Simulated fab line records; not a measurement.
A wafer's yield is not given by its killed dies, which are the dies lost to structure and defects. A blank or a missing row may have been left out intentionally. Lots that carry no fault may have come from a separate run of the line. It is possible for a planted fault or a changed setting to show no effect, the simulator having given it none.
Commonality check across tools + flow rit_cmos + Sample size 12 lots and 36 wafers

## WHY THIS WAS OPENED
At RIT_ACTIVE_THK_MEAS_04 the reading ACTIVE_NITRIDE_THK is flagged on 1 of 12 lots. Wafers without a fault read 150.3 nm, standard deviation 1.4.
Rule: a lot is flagged in two cases, either no wafer of it has a number, or all its wafers with numbers fall more than 4 standard deviations from that mean. The rest of the lots are taken to be sound.

| lot  | measured    | on            | ACTIVE_NITRIDE_THK (nm), wafer by wafer | flag    |
|------|-------------|---------------|-----------------------------------------|---------|
| L613 | day 1 13:32 | film_metro-01 | 152.4 150.4 151.1                       |         |
| L614 | day 1 18:33 | film_metro-01 | 151.7 152.1 150.9                       |         |
| L615 | day 1 23:53 | film_metro-02 | 149.9 150.6 148.7                       |         |
| L616 | day 2 07:35 | film_metro-02 | 148.3 147.7 149.6                       |         |
| L617 | day 2 15:40 | film_metro-03 | 152.1 152.4 151.4                       |         |
| L618 | day 2 15:41 | film_metro-02 | 149.2 150.0 149.4                       |         |
| L619 | day 2 19:32 | film_metro-01 | 150.1 149.5 150.0                       |         |
| L624 | day 3 20:33 | film_metro-01 | 120.3 121.0 120.5                       | FLAGGED |
| L631 | day 5 08:13 | film_metro-03 | 148.2 149.4 150.0                       |         |
| L633 | day 5 17:32 | film_metro-01 | 149.4 148.5 149.6                       |         |
| L635 | day 6 03:32 | film_metro-03 | 147.9 148.1 148.5                       |         |
| L636 | day 6 08:32 | film_metro-03 | 148.9 147.9 148.3                       |         |
The mean of the flagged lots' numbers is 120.6 nm, -29.7 nm from the usual (-21 standard deviations).

## WHICH TOOL RAN EACH LOT
The record keeps 1 process step preceding the reading, out of 202 steps on the route. Cell contents, in order: the tool; ch with the chambers the sampled wafers went through; the start.
| lot  | flag    | RIT_ACTIVE_CVD_03          |
|------|---------|----------------------------|
| L613 |         | lpcvd-01 ch 0, day 1 12:07 |
| L614 |         | lpcvd-01 ch 1, day 1 17:07 |
| L615 |         | lpcvd-01 ch 1, day 1 22:28 |
| L616 |         | lpcvd-02 ch 1, day 2 06:09 |
| L617 |         | lpcvd-01 ch 0, day 2 14:14 |
| L618 |         | lpcvd-01 ch 0, day 2 14:14 |
| L619 |         | lpcvd-02 ch 0, day 2 18:07 |
| L624 | FLAGGED | lpcvd-02 ch 1, day 3 19:07 |
| L631 |         | lpcvd-01 ch 1, day 5 06:47 |
| L633 |         | lpcvd-01 ch 1, day 5 16:07 |
| L635 |         | lpcvd-01 ch 0, day 6 02:07 |
| L636 |         | lpcvd-01 ch 0, day 6 07:07 |
What these steps do:
- RIT_ACTIVE_CVD_03: deposits Si3N4 from SiH2Cl2/NH3, target thk 150 nm, time 1500 s.
- RIT_ACTIVE_THK_MEAS_04

## FLAGGED OVER TOTAL, TOOL BY TOOL (the gauges that took the reading come last)
| step                   | tool          | lots run | flagged | share of the flagged lots | sound lots run after its first flagged lot |
|------------------------|---------------|----------|---------|---------------------------|--------------------------------------------|
| RIT_ACTIVE_CVD_03      | lpcvd-01      | 9        | 0       | none                      | -                                          |
| RIT_ACTIVE_CVD_03      | lpcvd-02      | 3        | 1       | all                       | 0                                          |
| RIT_ACTIVE_THK_MEAS_04 | film_metro-01 | 5        | 1       | all                       | 1 (L633)                                   |
| RIT_ACTIVE_THK_MEAS_04 | film_metro-02 | 3        | 0       | none                      | -                                          |
| RIT_ACTIVE_THK_MEAS_04 | film_metro-03 | 4        | 0       | none                      | -                                          |

## THE TABLE: WHAT IT ALLOWS
2 rows of the table ran every flagged lot: lpcvd-02 at RIT_ACTIVE_CVD_03, film_metro-01 at RIT_ACTIVE_THK_MEAS_04.
- lpcvd-02 at RIT_ACTIVE_CVD_03: 1 of its 3 lots flagged. It ran its last sound lot, L619, at day 2 18:07 and its first flagged lot, L624, at day 3 19:07: a fault with its onset between the two fits.
- film_metro-01 at RIT_ACTIVE_THK_MEAS_04: 1 of its 5 lots flagged. After the first flagged lot (L633), sound lots still ran on it; a lasting fault on the whole tool would not permit that.
What remains is a single tool, lpcvd-02 at RIT_ACTIVE_CVD_03.

## WHAT HAD BEEN PUT IN BY THE SIMULATOR
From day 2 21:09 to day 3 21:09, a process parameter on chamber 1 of lpcvd-02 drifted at RIT_ACTIVE_CVD_03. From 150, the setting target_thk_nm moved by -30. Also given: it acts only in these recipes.
Lots struck among those shown: L624. The same result came from the rule above.
